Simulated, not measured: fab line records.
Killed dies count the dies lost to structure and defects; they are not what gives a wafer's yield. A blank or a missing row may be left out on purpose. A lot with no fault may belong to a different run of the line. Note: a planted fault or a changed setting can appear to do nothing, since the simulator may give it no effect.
Which tool was responsible? | flow rit_cmos | 14 lots, 42 wafers sampled, at 1 step of a route of 202

== WHAT THE GAUGES SHOWED, per wafer ==
Not one reading of a measure or inspect step in the record can be checked against a usual standard deviation.

== WHICH TOOL RAN EACH LOT (tool, then ch and the chambers of the sampled wafers, then the start) ==
lot  | RIT_NWELL_PEB_04
L242 | litho_track-03 ch 0, day 1 20:38
L243 | litho_track-03 ch 0, day 2 01:48
L244 | litho_track-04 ch 0, day 2 06:03
L245 | litho_track-01 ch 0, day 2 11:04
L247 | litho_track-01, day 2 22:55
L248 | litho_track-03, day 3 02:20
L250 | litho_track-04 ch 0, day 3 11:58
L254 | litho_track-03 ch 0, day 4 09:29
L257 | litho_track-01 ch 0, day 5 01:00
L259 | litho_track-03 ch 0, day 5 11:03
L260 | litho_track-01 ch 0, day 5 14:08
L261 | litho_track-04 ch 0, day 5 19:27
L262 | litho_track-04 ch 0, day 5 23:56
L265 | litho_track-01 ch 0, day 6 16:31
- RIT_NWELL_PEB_04

== WHAT THE TOOLS THEMSELVES READ (means of the sampled wafers that have a number; where no wafer has one, the mark that the record gives instead) ==
RIT_NWELL_PEB_04.
lot  | tool           | exhaust_pa (Pa)
L242 | litho_track-03 | 44.6
L243 | litho_track-03 | 44.3
L244 | litho_track-04 | 44.1
L245 | litho_track-01 | 45.4
L247 | litho_track-01 | -
L248 | litho_track-03 | -
L250 | litho_track-04 | 45.1
L254 | litho_track-03 | 44.3
L257 | litho_track-01 | 45.2
L259 | litho_track-03 | 45.8
L260 | litho_track-01 | 44.6
L261 | litho_track-04 | 44.9
L262 | litho_track-04 | 45.9
L265 | litho_track-01 | 45.0

== THE ANSWER, worked out from the rows above alone ==
Rule: what is usual is taken from the lots themselves. The widest of any qualifying gaps counts: lots, ordered by their means at a reading, are off when they make up no more than a third of the lots, leave a main group of 4 or more, and stand apart from it by 3 or more times the standard deviation of that group's means. If all means in a main group match to the digits the tables above print for the reading, that group is not used. A lot without any number at a reading at which 4 lots or more have one is off too. The other lots that the step has rows for count as sound. The gauges are gone through in route order, then the tools' own readings, and for those a lot's mean is taken as printed above. The first step at which some lot is off is used, and at that step the reading that is off furthest; a lot without a number counts as furthest.
Off, at RIT_NWELL_PEB_04 on exhaust_pa: L247, L248. Without a number there: L247, L248. For the main group the mean is 44.9 Pa and the standard deviation 0.56.
A tool fits if, at that step or a process step before it, it ran every lot that is off, and no sound lot after the first of them. None of those tried fits.

== WHAT HAD BEEN PUT IN BY THE SIMULATOR ==
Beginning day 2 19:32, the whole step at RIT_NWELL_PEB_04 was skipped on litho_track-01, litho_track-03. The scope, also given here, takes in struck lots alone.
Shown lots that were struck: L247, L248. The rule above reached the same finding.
